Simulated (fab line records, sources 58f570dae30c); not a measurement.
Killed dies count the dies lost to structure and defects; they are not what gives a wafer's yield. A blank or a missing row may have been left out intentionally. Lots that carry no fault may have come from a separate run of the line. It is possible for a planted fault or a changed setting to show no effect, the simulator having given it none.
fab line records -- flow berkeley-cmos170
record: lots: 14, wafers: 42, last-day: 12
route steps=331 shown NWELL@26 PWELL@37 NVT@109
lots untouched by any fault: they come from a run of this same line in which no faults occurred
start-h: hours from the record's first day to the start of the lot's first wafer shown -- wait-h: hours since the lot's step before -- " repeats the value in the row above -- L1.1+2: a single row standing in for several wafers -- - no value present, or no start provided -- * or withheld: withheld -- < > ~ a bound
route shown NAME@n: names a module that has steps shown in the file, with the first one's number in the route -- usual: average and standard deviation across the fault-free wafers -- same: alike in all rows -- chamber/n: place in a boat -- sites: readings site by site -- _std_site: standard deviation across them -- _edge_site: mean of outer sites minus mean of inner sites -- radius-mm: how far each site lies from the wafer's centre -- mask NAME#n: copy n -- behind: the tool/chamber that last shaped the wafer -- hold: cause of the lot's hold/its duration in hours/its outcome -- device: the n, p or np transistor that did not switch -- end of line: the same wafers' tests at the end of the route -- a step with no rows: only its recipe -- killed: dies lost to structure and defects at the first sort, not the wafer's yield -- map: dies across one wafer; x = killed, . = not, _ = none there
set.NAME: the setting that was run; set.NAME@STEP: the one run at that earlier step -- model.NAME: the simulator's own value behind a step, which no gauge read
the route's steps for a sample of lots (tables are steps, rows are wafers)
== steps ==
step: UCB170_NWELL_OVL_MEAS_12
usual: NWELL_OVL: 1/4.9
lot.wafer,tool,chamber,start-h,wait-h,NWELL_OVL[nm]
L825.2,overlay-02,-,39.37,-,-8
L825.5,overlay-02,-,39.37,-,-1
L825.6,overlay-02,-,39.37,-,0
L826.1,overlay-01,-,39.51,-,2
L826.3,overlay-01,-,39.51,-,-1
L826.5,overlay-01,-,39.51,-,-1
L827.2,overlay-02,-,51.02,-,7
L827.3,overlay-02,-,51.02,-,5
L827.4,overlay-02,-,51.02,-,3
L829.2,overlay-02,-,54.89,-,2
L829.3,overlay-02,-,54.89,-,9
L829.5,overlay-02,-,54.89,-,10
L830.3,overlay-01,-,61.51,-,3
L830.4,overlay-01,-,61.51,-,15
L830.6,overlay-01,-,61.51,-,7
L831.3,overlay-01,-,66.81,-,1
L831.4,overlay-01,-,66.81,-,-4
L831.5,overlay-01,-,66.81,-,-5
L833.1,overlay-01,-,78.04,-,0
L833.4,overlay-01,-,78.04,-,0
L833.5,overlay-01,-,78.04,-,0
L834.2,overlay-02,-,83.25,-,-3
L834.3,overlay-02,-,83.25,-,2
L834.5,overlay-02,-,83.25,-,5
L836.3,overlay-02,-,92.80,-,7
L836.4,overlay-02,-,92.80,-,2
L836.6,overlay-02,-,92.80,-,1
L837.3,overlay-01,-,93.07,-,3
L837.4,overlay-01,-,93.07,-,3
L837.6,overlay-01,-,93.07,-,1
L838.1,overlay-01,-,100.83,-,-3
L838.3,overlay-01,-,100.83,-,-3
L838.6,overlay-01,-,100.83,-,-1
L844.2,overlay-02,-,136.63,-,0
L844.4,overlay-02,-,136.63,-,-1
L844.6,overlay-02,-,136.63,-,-2
L846.2,overlay-02,-,137.87,-,-7
L846.3,overlay-02,-,137.87,-,-1
L846.5,overlay-02,-,137.87,-,2
L848.1,overlay-01,-,147.41,-,0
L848.2,overlay-01,-,147.41,-,2
L848.3,overlay-01,-,147.41,-,0
step: UCB170_PWELL_THK_MEAS_03
recipe: reads: SiO2_of_PWELL_OXIDATION_02
usual: PWELL_OXIDE_THK: 26.4/0.49
lot.wafer,tool,chamber,start-h,wait-h,PWELL_OXIDE_THK[nm]
L826.1,film-metro-02,-,50.46,0.0,26.0
L826.3,film-metro-02,-,50.46,0.0,25.9
L826.5,film-metro-02,-,50.46,0.0,25.8
L825.2,film-metro-03,-,50.47,0.0,26.6
L825.5,film-metro-03,-,50.47,0.0,26.2
L825.6,film-metro-03,-,50.47,0.0,26.3
L827.2,film-metro-03,-,62.59,0.0,25.9
L827.3,film-metro-03,-,62.59,0.0,25.5
L827.4,film-metro-03,-,62.59,0.0,25.3
L829.2,film-metro-02,-,62.59,0.0,26.0
L829.3,film-metro-02,-,62.59,0.0,26.3
L829.5,film-metro-02,-,62.59,0.0,26.0
L830.3,film-metro-03,-,73.97,0.0,25.9
L830.4,film-metro-03,-,73.97,0.0,26.3
L830.6,film-metro-03,-,73.97,0.0,25.9
L831.3,film-metro-04,-,73.97,0.0,26.2
L831.4,film-metro-04,-,73.97,0.0,26.2
L831.5,film-metro-04,-,73.97,0.0,26.3
L833.1,film-metro-02,-,89.45,0.0,27.2
L833.4,film-metro-02,-,89.45,0.0,26.4
L833.5,film-metro-02,-,89.45,0.0,26.4
L834.2,film-metro-04,-,97.83,0.0,26.8
L834.3,film-metro-04,-,97.83,0.0,27.1
L834.5,film-metro-04,-,97.83,0.0,27.2
L836.3,film-metro-03,-,105.09,0.0,26.2
L836.4,film-metro-03,-,105.09,0.0,26.0
L836.6,film-metro-03,-,105.09,0.0,25.9
L837.3,film-metro-04,-,105.09,0.0,27.0
L837.4,film-metro-04,-,105.09,0.0,26.3
L837.6,film-metro-04,-,105.09,0.0,26.7
L838.1,film-metro-04,-,111.58,0.0,25.4
L838.3,film-metro-04,-,111.58,0.0,25.5
L838.6,film-metro-04,-,111.58,0.0,25.7
L844.2,film-metro-04,-,151.00,0.0,27.3
L844.4,film-metro-04,-,151.00,0.0,26.4
L844.6,film-metro-04,-,151.00,0.0,26.6
L846.2,film-metro-04,-,151.12,0.1,26.7
L846.3,film-metro-04,-,151.12,0.1,26.4
L846.5,film-metro-04,-,151.12,0.1,26.9
L848.1,film-metro-04,-,160.34,0.0,27.1
L848.2,film-metro-04,-,160.34,0.0,26.3
L848.3,film-metro-04,-,160.34,0.0,26.9
step: UCB170_NVT_DEVELOP_05
recipe: developer: TMAH, develop-time-s: 45, resist: KrF, dev-temp-c: 21
usual: chill-plate-temp-C: 23.00/0.1, develop-time-s: 45/0
lot.wafer,tool,chamber,start-h,wait-h,chill-plate-temp-C,develop-time-s
L825.2,litho-track-02,0,128,-,23.02,45
L825.5,litho-track-02,0,128,-,23.01,45
L825.6,litho-track-02,0,128,-,23.11,45
L826.1,litho-track-02,0,128,-,23.01,45
L826.3,litho-track-02,0,128,-,22.92,45
L826.5,litho-track-02,0,128,-,22.93,45
L827.2,litho-track-03,0,142,-,23.15,45
L827.3,litho-track-03,0,142,-,23.11,45
L827.4,litho-track-03,0,142,-,22.87,45
L829.2,litho-track-04,0,148,-,22.92,45
L829.3,litho-track-04,0,148,-,22.91,45
L829.5,litho-track-04,0,148,-,23.09,45
L831.3,litho-track-03,0,154,-,22.97,45
L831.4,litho-track-03,0,154,-,22.98,45
L831.5,litho-track-03,0,154,-,23.02,45
L830.3,litho-track-03,0,154,-,23.03,45
L830.4,litho-track-03,0,154,-,23.02,45
L830.6,litho-track-03,0,154,-,23.12,45
L833.1,litho-track-04,0,172,-,22.98,45
L833.4,litho-track-04,0,172,-,22.97,45
L833.5,litho-track-04,0,172,-,23.00,45
L834.2,litho-track-03,0,188,-,22.87,45
L834.3,litho-track-03,0,188,-,22.90,45
L834.5,litho-track-03,0,188,-,22.80,45
L836.3,litho-track-04,0,188,-,23.00,45
L836.4,litho-track-04,0,188,-,23.04,45
L836.6,litho-track-04,0,188,-,22.94,45
L837.3,litho-track-03,0,188,-,22.92,45
L837.4,litho-track-03,0,189,-,23.00,45
L837.6,litho-track-03,0,189,-,22.88,45
L838.1,litho-track-02,0,193,-,22.92,45
L838.3,litho-track-02,0,193,-,23.07,45
L838.6,litho-track-02,0,193,-,22.98,45
L846.2,litho-track-02,-,242,-,-,-
L846.3,litho-track-02,-,242,-,-,-
L846.5,litho-track-02,-,242,-,-,-
L848.1,litho-track-04,0,242,-,23.08,45
L848.2,litho-track-04,0,242,-,23.31,45
L848.3,litho-track-04,0,242,-,22.97,45
L844.2,litho-track-03,-,248,-,-,-
L844.4,litho-track-03,-,248,-,-,-
L844.6,litho-track-03,-,248,-,-,-
step: UCB170_NVT_OVL_MEAS_06
usual: NVT_OVL: 4/5.2
lot.wafer,tool,chamber,start-h,wait-h,NVT_OVL[nm]
L825.2,overlay-01,-,128.31,-,10
L825.5,overlay-01,-,128.31,-,5
L825.6,overlay-01,-,128.31,-,5
L826.1,overlay-01,-,128.58,-,13
L826.3,overlay-01,-,128.58,-,7
L826.5,overlay-01,-,128.58,-,4
L827.2,overlay-01,-,142.97,-,7
L827.3,overlay-01,-,142.97,-,8
L827.4,overlay-01,-,142.97,-,0
L829.2,overlay-02,-,148.51,-,11
L829.3,overlay-02,-,148.51,-,13
L829.5,overlay-02,-,148.51,-,15
L831.3,overlay-02,-,154.40,-,-2
L831.4,overlay-02,-,154.40,-,-3
L831.5,overlay-02,-,154.40,-,-5
L830.3,overlay-02,-,154.75,-,3
L830.4,overlay-02,-,154.75,-,6
L830.6,overlay-02,-,154.75,-,8
L833.1,overlay-01,-,172.62,-,4
L833.4,overlay-01,-,172.62,-,6
L833.5,overlay-01,-,172.62,-,4
L834.2,overlay-01,-,188.81,-,1
L834.3,overlay-01,-,188.81,-,10
L834.5,overlay-01,-,188.81,-,9
L836.3,overlay-02,-,188.94,-,-3
L836.4,overlay-02,-,188.94,-,-11
L836.6,overlay-02,-,188.94,-,-11
L837.3,overlay-02,-,189.09,-,8
L837.4,overlay-02,-,189.09,-,-2
L837.6,overlay-02,-,189.09,-,1
L838.1,overlay-02,-,193.29,-,1
L838.3,overlay-02,-,193.29,-,-3
L838.6,overlay-02,-,193.29,-,-1
L846.2,overlay-01,-,242.42,-,-
L846.3,overlay-01,-,242.42,-,-
L846.5,overlay-01,-,242.42,-,-
L848.1,overlay-02,-,242.86,-,3
L848.2,overlay-02,-,242.86,-,3
L848.3,overlay-02,-,242.86,-,-2
L844.2,overlay-02,-,248.33,-,-
L844.4,overlay-02,-,248.33,-,-
L844.6,overlay-02,-,248.33,-,-
== key ==
first-sign: step: UCB170_NVT_DEVELOP_05, reading: tool-record, direction: missing
effect none on later readings
met-at UCB170_NVT_DEVELOP_05
struck-lots L844,L846
rows-end L846.2,L846.3,L846.5
sort-left-out L844.2,L844.4,L844.6
tester-left-out L844
not-acting-at UCB170_NWELL_OVL_MEAS_12,UCB170_PWELL_THK_MEAS_03,UCB170_NVT_OVL_MEAS_06
fault: kind: skipped-step-whole, tool: litho-track-02,litho-track-03, chamber: -, onset-h: 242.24, steps: UCB170_NVT_DEVELOP_05, scope: struck-lots-only
tester-left-out: of these lots the tester's yield and bins aren't shown, on N5 and GAA mostly nor the transistor test; their killed dies are dies lost to structure and defects alone, not to doping, threshold or leakage, so they don't give the yield
sort-left-out: the simulated sort isn't trusted on such a fault, so these wafers' sort isn't shown, and their yield isn't known
rows-end: these wafers met a further fault down the route, and their rows from its step on are left out
